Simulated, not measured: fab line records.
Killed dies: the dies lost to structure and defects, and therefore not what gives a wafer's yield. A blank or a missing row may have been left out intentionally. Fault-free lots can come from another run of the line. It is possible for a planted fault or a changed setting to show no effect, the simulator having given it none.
The same fault as seen by 2 desks || flow berkeley_cmos170 || each desk has only its own numbers; what lay behind them comes last

## AT THE METROLOGY DESK
Means of the sampled wafers that have a number, per lot and without regard to the tool the lot ran on: this is what the gauges read. The brackets show how far a lot's mean lies from the usual mean; more than 4 standard deviations puts the lot out of limits, marked OUT.
Columns: A = GATE_OVL at UCB170_GATE_OVL_MEAS_13, usual -1 nm; B = CONTACT_PSG_THK at UCB170_CONTACT_THK_MEAS_02, usual 709 nm
{"lot": "L657", "first seen here": "day 7 06:47", "A": 0, "B": 714}
{"lot": "L659", "first seen here": "day 7 16:28", "A": -4, "B": 716}
{"lot": "L660", "first seen here": "day 8 12:02", "A": 1, "B": 708}
{"lot": "L662", "first seen here": "day 8 12:20", "A": 3, "B": 711}
{"lot": "L663", "first seen here": "day 8 12:35", "A": 4, "B": 711}
{"lot": "L665", "first seen here": "day 9 07:11", "A": 3, "B": "766 (+9.2) OUT"}
{"lot": "L664", "first seen here": "day 9 07:28", "A": -4, "B": "776 (+11) OUT"}
{"lot": "L667", "first seen here": "day 10 05:29", "A": 1, "B": 709}
{"lot": "L673", "first seen here": "day 11 13:44", "A": 1, "B": 705}
{"lot": "L674", "first seen here": "day 11 14:17", "A": 2, "B": 711}
{"lot": "L672", "first seen here": "day 11 14:34", "A": -4, "B": 711}
{"lot": "L676", "first seen here": "day 11 18:12", "A": 5, "B": 709}
{"lot": "L678", "first seen here": "day 12 05:35", "A": 7, "B": 700}
{"lot": "L679", "first seen here": "day 12 05:49", "A": -0, "B": 718}
This desk reports L664, L665 out of limits; the earliest was L664 at day 10 07:22 (CONTACT_PSG_THK at UCB170_CONTACT_THK_MEAS_02). L657, L659, L660, L662, L663, L667, L673, L674, L672, L676, L678, L679: within limits.

## AT THE TOOL OWNER'S DESK: lpcvd-01
The tool's own readings at UCB170_CONTACT_CVD_01 (deposits PSG from SiH4/O2/PH3, target thk 700 nm, time 2820 s): means of the sampled wafers that have a number, for each lot that ran on this tool. The brackets show how far a lot's mean lies from the usual mean; more than 4 standard deviations puts the lot out of limits, marked OUT.
Columns: A = o2_flow_sccm at UCB170_CONTACT_CVD_01, usual 89.99 sccm; B = zone_power_centre_pct at UCB170_CONTACT_CVD_01, usual 18.8 %
{"lot": "L657", "first seen here": "day 8 07:03", "A": 89.97, "B": 18.4}
{"lot": "L660", "first seen here": "day 9 12:02", "A": 90.27, "B": 21.2}
{"lot": "L662", "first seen here": "day 9 12:02", "A": 90.16, "B": 18.8}
{"lot": "L663", "first seen here": "day 9 12:02", "A": 89.88, "B": 21.2}
{"lot": "L664", "first seen here": "day 10 05:35", "A": "107.92 (+78) OUT", "B": 21.3}
{"lot": "L665", "first seen here": "day 10 05:35", "A": "107.89 (+78) OUT", "B": 18.3}
{"lot": "L679", "first seen here": "day 12 23:29", "A": 89.98, "B": 18.5}
{"lot": "L678", "first seen here": "day 13 01:16", "A": 90.16, "B": 18.4}
This desk's verdict: out of limits on L664, L665, starting with L664 at day 10 05:35 (o2_flow_sccm at UCB170_CONTACT_CVD_01). L657, L660, L662, L663, L679, L678: within limits.

## BROUGHT TOGETHER
An alarm could have come from the tool owner's desk at day 10 05:35, on L664, L665.
L664, L665 would have let the metrology desk raise an alarm at day 10 07:22.
Of the lots named, all ran UCB170_CONTACT_CVD_01 on lpcvd-01.

## WHAT HAD BEEN PUT IN BY THE SIMULATOR
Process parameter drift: lpcvd-01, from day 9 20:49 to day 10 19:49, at UCB170_CONTACT_CVD_01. Setting o2_flow_sccm shifted by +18 from 90.
Shown lots that were struck: L664, L665.
Hours from the fault's start to each desk's first reading out of limits: the tool owner's desk, 9; the metrology desk, 11.
